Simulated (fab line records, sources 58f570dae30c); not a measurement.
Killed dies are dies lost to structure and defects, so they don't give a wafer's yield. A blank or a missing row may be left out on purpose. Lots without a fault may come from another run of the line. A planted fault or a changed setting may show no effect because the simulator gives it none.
Split-lot experiment | flow berkeley_cmos170 | 5 lots, 23 wafers read, on a route of 331 steps

THE SPLIT
At UCB170_ACTIVE_PEB_11, the setting peb_temp_c was moved away from the recipe's 130 C on 8 of the 23 wafers read, by -2.8% to +2.5%. The other wafers ran this setting at the recipe's value.

FROM THE SPLIT TO THE READING: what the file shows between them, 4 steps
- UCB170_ACTIVE_DEVELOP_12: develop time 45 s
- UCB170_ACTIVE_CD_MEAS_13: target cd 1200 nm
- UCB170_ACTIVE_ETCH_15: etches Si3N4 in CH3F/Ar/O2, stops on SiO2, target depth 242 nm, time 151 s
- UCB170_ACTIVE_STRIP_16: strips in O2

THE READING
cd_nm, in nm, at UCB170_ACTIVE_CD_MEAS_90 (target cd 1200 nm). Fault-free wafers of this fab line usually give 1200.3 nm, standard deviation 1.4 nm.

wafer  | tool, chamber at the split | peb_temp_c as run, C | against the recipe | cd_nm, nm | against lot-mates on the recipe
L080.1 | litho_track-02, 0          | 133.3                | +2.5%              | 1181.7    | -20.0
L080.2 | litho_track-02, 0          | 130                  | recipe             | 1201.2    | -
L080.3 | litho_track-02, 0          | 133.3                | +2.5%              | 1182.7    | -19.0
L080.5 | litho_track-02, 0          | 133.3                | +2.5%              | 1182.5    | -19.2
L080.6 | litho_track-02, 0          | 130                  | recipe             | 1202.3    | -
L078.1 | litho_track-03, 0          | 130                  | recipe             | 1199.9    | -
L078.2 | litho_track-03, 0          | 130                  | recipe             | 1199.6    | -
L078.4 | litho_track-03, 0          | 130                  | recipe             | 1199.8    | -
L078.5 | litho_track-03, 0          | 130                  | recipe             | 1198.4    | -
L078.6 | litho_track-03, 0          | 130                  | recipe             | 1200.3    | -
L077.1 | litho_track-04, 0          | 130                  | recipe             | 1198.2    | -
L077.3 | litho_track-04, 0          | 131.9                | +1.5%              | 1186.4    | -11.7
L077.4 | litho_track-04, 0          | 130                  | recipe             | 1198.4    | -
L077.5 | litho_track-04, 0          | 131.9                | +1.5%              | 1187.3    | -10.8
L077.6 | litho_track-04, 0          | 130                  | recipe             | 1197.7    | -
L082.1 | litho_track-04, 0          | 126.3                | -2.8%              | 1228.2    | +28.0
L082.3 | litho_track-04, 0          | 126.3                | -2.8%              | 1227.5    | +27.2
L082.4 | litho_track-04, 0          | 126.3                | -2.8%              | 1228.2    | +28.0
L082.5 | litho_track-04, 0          | 130                  | recipe             | 1199.9    | -
L082.6 | litho_track-04, 0          | 130                  | recipe             | 1200.6    | -
L085.1 | litho_track-04, 0          | 130                  | recipe             | 1199.0    | -
L085.3 | litho_track-04, 0          | 130                  | recipe             | 1199.1    | -
L085.5 | litho_track-04, 0          | 130                  | recipe             | 1198.8    | -

THE FIT
A straight line over all 23 wafers: cd_nm changes by -8.63 nm for each +1% of peb_temp_c; r = -0.99; the points scatter about the line by 2.2 nm.
The same after taking each lot's own level away (the mean of its wafers on the recipe; 23 wafers): -8.75 nm for each +1%; r = -0.99; scatter 1.4 nm.
On that fit, the largest move of peb_temp_c shifts the reading by 25 nm.
The lots' own levels span 1198.10 to 1201.75 nm, that is 2.6 times the standard deviation above.
So the lot-to-lot level changes the slope little: the two slopes agree.
Check: with one of the wafers moved furthest among these (-2.8%) left out of the fit, the line predicts +25.2 nm for it against its lot-mates. It came out at +28 nm against them.

OTHER SPLITS ON THESE WAFERS
These wafers also went through other splits before the reading. Each is held against what the fit with the lots' levels taken away leaves over:
other split on the same wafers        | wafers away from the commonest value | r with cd_nm (lot level and that fit taken away)
UCB170_PWELL_CVD_05 sih2cl2_flow_sccm | 15                                   | -0.50
UCB170_PWELL_ETCH_14 rf_w             | 6                                    | +0.30
UCB170_ACTIVE_OXIDATION_02 temp_c     | 15                                   | -0.21

THE WHOLE CHAIN: every reading that the file lists as answering this split, in the file's order
step                     | what it does                                                               | reading                                                       | change (the file's fit)              | r (the file's)
UCB170_ACTIVE_CD_MEAS_13 | target cd 1200 nm                                                          | cd_nm                                                         | -8.72 nm for each +1% of the setting | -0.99
UCB170_ACTIVE_ETCH_15    | etches Si3N4 in CH3F/Ar/O2, stops on SiO2, target depth 242 nm, time 151 s | ACTIVE.cd_nm (the simulator's own value, which no gauge read) | -8.73 nm for each +1% of the setting | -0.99
UCB170_ACTIVE_CD_MEAS_90 | target cd 1200 nm                                                          | cd_nm                                                         | -8.69 nm for each +1% of the setting | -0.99

THE FILE'S OWN FIT
cd_nm changes by -8.69 nm for each +1% of peb_temp_c, r = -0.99.
